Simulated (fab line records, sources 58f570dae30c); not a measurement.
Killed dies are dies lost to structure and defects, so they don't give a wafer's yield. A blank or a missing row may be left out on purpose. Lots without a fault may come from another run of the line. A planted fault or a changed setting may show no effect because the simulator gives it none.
A struck lot beside a sound one | flow berkeley_cmos170 | 45 steps out of a route of 331
Sound: wafers L346.1, L346.2, L346.6. Struck: wafers L362.1, L362.5, L362.6. The cause comes at the end.
At each step with rows: each side's tool, then ch and its chambers, then its first start. Under that, the readings that differ: sound wafers | struck wafers | difference of the means | sigmas: that difference in standard deviations of wafers without a fault.
alike: readings whose means differ by less than 2 such deviations, and words and numbers that are the same on both sides. not compared: withheld readings, readings that some wafer has no value for, bounds like >300 that may hide the same value, and numbers for which the record gives no deviation and whose values overlap.
The two part at a step that has a row with sigmas, a row that says differs or no value, or rows on one side only. Numbers that don't overlap but have no deviation are shown without sigmas and don't part them. A reading that every wafer of one side lacks parts them only if that side has two wafers or more.

UCB170_PLDD_STRIP_10: strips in O2.
  sound on plasma_asher-03 ch 0,1, day 7 10:46; struck on plasma_asher-01 ch 0,1, day 10 18:23
  alike: drypump_motor_current_A, oes_product_au, strip_time_to_endpoint_s
  not compared: rf_hours_counter_h
UCB170_PLDD_TW_MEAS_11:
  sound on film_metro-03, day 7 10:52; struck on film_metro-03, day 10 18:29
  alike: PLDD_TW
then, 7 steps without rows for these wafers: UCB170_PLDD_CLEAN_12 (cleans in SPM, time 600 s); UCB170_NLDD_HMDS_00 (prime time 60 s); UCB170_NLDD_COAT_01 (resist thk 900 nm); UCB170_NLDD_SOFTBAKE_02 (time 60 s); UCB170_NLDD_EXPOSE_03 (exposes mask NSELECT, target cd 1200 nm); UCB170_NLDD_PEB_04; UCB170_NLDD_DEVELOP_05 (develop time 42.84 s).
UCB170_NLDD_CD_MEAS_06: target cd 1200 nm.
  sound on cd_sem-02, day 7 12:13; struck on cd_sem-01, day 10 19:41
  alike: cd_nm
UCB170_NLDD_OVL_MEAS_07:
  sound on overlay-02, day 7 12:20; struck on overlay-01, day 10 19:48
  alike: NLDD_OVL
then, 1 step without rows for these wafers: UCB170_NLDD_IMPLANT_08.
UCB170_NLDD_IMPLANT_09:
  sound on implanter-04 ch 0, day 7 12:32; struck on implanter-01 ch 0, day 10 19:59
UCB170_NLDD_STRIP_10: strips in O2.
  sound on plasma_asher-01 ch 0,1, day 7 12:41; struck on plasma_asher-04 ch 0,1, day 10 20:08
  alike: drypump_motor_current_A, oes_product_au, strip_time_to_endpoint_s
  not compared: rf_hours_counter_h
UCB170_NLDD_TW_MEAS_11:
  sound on film_metro-01, day 7 12:47; struck on film_metro-01, day 10 20:14
  alike: NLDD_TW
then, 1 step without rows for these wafers: UCB170_NLDD_CLEAN_12 (cleans in SPM, time 600 s).
UCB170_SPACER_CVD_00: deposits SiO2 from TEOS/O2, target thk 376 nm, time 47 s.
  sound on pecvd-03 ch 0,2, day 7 13:01; struck on pecvd-01 ch 1,2, day 10 20:28
  alike: heater_power_w, susceptor_temp_C
UCB170_SPACER_THK_MEAS_01:
  sound on film_metro-04, day 7 13:05; struck on film_metro-01, day 10 20:31
  alike: SPACER_TEOS_THK
then, 1 step without rows for these wafers: UCB170_SPACER_ANNEAL_02 (time 1800 s).
UCB170_SPACER_ETCHBACK_03: etches SiO2 in CHF3/CF4/Ar, stops on Si, target depth 376 nm, time 100 s.
  sound on rie_diel-03 ch 0,1,2, day 7 19:11; struck on rie_diel-03 ch 0,1,3, day 11 01:31
  alike: drypump_motor_current_A, oes_product_au, throttle_valve_pct
  not compared: rf_hours_counter_h
then, 6 steps without rows for these wafers: UCB170_PSD_HMDS_00 (prime time 60 s); UCB170_PSD_COAT_01 (resist thk 900 nm); UCB170_PSD_SOFTBAKE_02 (time 60 s); UCB170_PSD_EXPOSE_03 (exposes mask PSELECT MOD, target cd 1200 nm); UCB170_PSD_PEB_04; UCB170_PSD_DEVELOP_05 (develop time 45 s).
UCB170_PSD_CD_MEAS_06: target cd 1200 nm.
  sound on cd_sem-01, day 7 20:42; struck on cd_sem-01, day 11 02:47
  alike: cd_nm
UCB170_PSD_OVL_MEAS_07:
  sound on overlay-02, day 7 20:49; struck on overlay-02, day 11 02:54
  alike: PSD_OVL
then, 1 step without rows for these wafers: UCB170_PSD_IMPLANT_08.
UCB170_PSD_STRIP_09: strips in O2.
  sound on plasma_asher-03 ch 0,1, day 7 21:00; struck on plasma_asher-04 ch 0,1, day 11 03:05
  reading                      | sound             | struck            | difference | sigmas
  drypump_motor_current_A (A)  | 5.6 5.3 5.6       | 6.6 6.6 6.1       | +0.9       | +2
  strip_time_to_endpoint_s (s) | 29.37 29.33 29.31 | 29.44 29.53 29.46 | +0.14      | +2
  alike: oes_product_au
  not compared: rf_hours_counter_h
UCB170_PSD_TW_MEAS_10:
  sound on film_metro-02, day 7 21:06; struck on film_metro-03, day 11 03:11
  alike: PSD_TW
then, 7 steps without rows for these wafers: UCB170_PSD_CLEAN_11 (cleans in SPM, time 600 s); UCB170_NSD_HMDS_00 (prime time 60 s); UCB170_NSD_COAT_01 (resist thk 900 nm); UCB170_NSD_SOFTBAKE_02 (time 60 s); UCB170_NSD_EXPOSE_03 (exposes mask NSELECT MOD, target cd 1200 nm); UCB170_NSD_PEB_04; UCB170_NSD_DEVELOP_05 (develop time 45 s).
UCB170_NSD_CD_MEAS_06: target cd 1200 nm.
  sound on cd_sem-01, day 7 22:19; struck on cd_sem-02, day 11 04:16
  alike: cd_nm
UCB170_NSD_OVL_MEAS_07:
  sound on overlay-01, day 7 22:26; struck on overlay-02, day 11 04:23
  alike: NSD_OVL
then, 2 steps without rows for these wafers: UCB170_NSD_IMPLANT_08; UCB170_NSD_STRIP_09 (strips in O2).
UCB170_SDANNEAL_RS_MEAS_05: measures by four-point-probe.
  sound on film_metro-01, day 8 02:05; struck on film_metro-01, day 11 06:56
  reading          | sound             | struck            | difference | sigmas
  NLDD_RS (ohm/sq) | 615.6 614.2 616.7 | 628.2 627.0 627.5 | +12.1      | +9
  not compared: hold
UCB170_SILICIDE_PRE_CLEAN_00: preclean etch time 60 s.
  sound on pvd_sputter-02, day 8 02:13; struck on pvd_sputter-04, day 11 07:44
  reading | sound | struck                                                                     | difference                   | sigmas
  hold    | - - - | await_dispo/0.7h/release await_dispo/0.7h/release await_dispo/0.7h/release | no value on the sound wafers |
UCB170_M3_PROBE_99:
  the record has rows for the sound wafers here (prober-01, day 8 23:41) and none for the struck ones

WHERE THEY PART
First at UCB170_PSD_STRIP_09; last, within this record, at UCB170_M3_PROBE_99.

WHY: what the simulator had put in
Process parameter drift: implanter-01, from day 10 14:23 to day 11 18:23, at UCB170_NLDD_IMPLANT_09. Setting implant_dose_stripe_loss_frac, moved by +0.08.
